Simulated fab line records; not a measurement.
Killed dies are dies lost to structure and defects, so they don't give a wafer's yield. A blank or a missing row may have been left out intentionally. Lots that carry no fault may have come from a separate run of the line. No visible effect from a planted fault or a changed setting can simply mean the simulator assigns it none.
Struck lot and sound lot, side by side + flow berkeley_cmos170 + 17 out of 331 route steps
Sound: these wafers, L158.1, L158.2, L158.6. The struck wafers were L169.1, L169.3, L169.4. The cause comes at the end.
Per side, at each step with rows, come the tool, then ch with its chambers, and then its first start. Under that, the readings that differ: sound wafers + struck wafers + difference of the means + sigmas: that difference in standard deviations of wafers without a fault.
alike: words and numbers the same on both sides, and readings whose means are apart by under 2 such deviations; not compared: readings that were withheld, readings missing a value for some wafer, numbers with overlapping values and no deviation given by the record, and bounds like >300 which may hide the same value.
The two part at a step that has a row with sigmas, a row that says differs or no value, or rows on one side only. Numbers that have no deviation but don't overlap get no sigmas and don't part them. Lack of a reading on every wafer of one side parts them only where that side has two or more wafers.

UCB170_START_BOW_MEAS_00:
  sound on film_metro-02, day 2 16:00; struck on film_metro-02, day 4 23:00
  alike: INCOMING_BOW
then, 1 step without rows for these wafers: UCB170_START_CLEAN_01 (cleans in dHF, time 60 s).
UCB170_START_OXIDATION_02: target thk 20 nm, ox time 1800 s.
  sound on furnace-02 ch 0, day 2 20:59; struck on furnace-03 ch 0, day 5 12:18
| reading       | sound             | struck            | difference | sigmas |
|---------------|-------------------|-------------------|------------|--------|
| ox_temp_c_max | 953.3 953.6 953.8 | 956.8 956.0 956.5 | +2.9       | +2     |
UCB170_START_THK_MEAS_03:
  sound on film_metro-01, day 2 22:29; struck on film_metro-01, day 5 13:52
| reading              | sound          | struck         | difference | sigmas |
|----------------------|----------------|----------------|------------|--------|
| START_OXIDE_THK (nm) | 19.9 19.9 19.8 | 30.9 30.7 31.4 | +11.1      | +27    |
then, 7 steps without rows for these wafers: UCB170_START_ANNEAL_04 (time 1200 s); UCB170_ZERO_HMDS_00 (prime time 60 s); UCB170_ZERO_COAT_01 (resist thk 900 nm); UCB170_ZERO_SOFTBAKE_02 (time 60 s); UCB170_ZERO_EXPOSE_03 (exposes mask PM MARKS, target cd 4000 nm); UCB170_ZERO_PEB_04; UCB170_ZERO_DEVELOP_05 (develop time 45 s).
UCB170_ZERO_ETCH_06: etches SiO2 in CHF3/CF4/Ar, time 12 s.
  sound on rie_diel-02 ch 1,3, day 3 04:01; struck on rie_diel-03 ch 0,2,3, day 5 17:24
  alike: chamber_pressure_mTorr, drypump_motor_current_A, oes_product_au, throttle_valve_pct
  not compared: rf_hours_counter_h
UCB170_ZERO_STRIP_07: strips in O2.
  sound on plasma_asher-04 ch 0,1, day 3 04:03; struck on plasma_asher-04 ch 0,1, day 5 17:26
  alike: chamber_pressure_mTorr, drypump_motor_current_A, oes_product_au, strip_time_to_endpoint_s
  not compared: rf_hours_counter_h
then, 1 step without rows for these wafers: UCB170_NWELL_WET_ETCH_00 (etches SiO2 in dHF, time 200 s).
UCB170_NWELL_OXIDATION_01: target thk 26.4 nm, ox time 1260 s.
  sound on furnace-04 ch 0, day 3 08:56; struck on furnace-02 ch 0, day 5 20:01
| reading                                      | sound             | struck           | difference | sigmas |
|----------------------------------------------|-------------------|------------------|------------|--------|
| model.SiO2_of_NWELL_OXIDATION_01.thk_nm (nm) | 25.96 25.67 25.74 | 26.44 26.72 26.7 | +0.83      |        |
  alike: ox_temp_c_max
UCB170_NWELL_THK_MEAS_02:
  sound on film_metro-02, day 3 10:17; struck on film_metro-03, day 5 21:22
| reading              | sound          | struck         | difference | sigmas |
|----------------------|----------------|----------------|------------|--------|
| NWELL_OXIDE_THK (nm) | 26.0 25.7 25.8 | 26.5 26.7 26.7 | +0.8       | +2     |
after that, 1 step had no rows for these wafers: UCB170_M3_PROBE_99.

WHERE THEY PART
At UCB170_START_OXIDATION_02 first; at UCB170_NWELL_THK_MEAS_02 last (within this record only).

WHY: whatever the simulator had introduced
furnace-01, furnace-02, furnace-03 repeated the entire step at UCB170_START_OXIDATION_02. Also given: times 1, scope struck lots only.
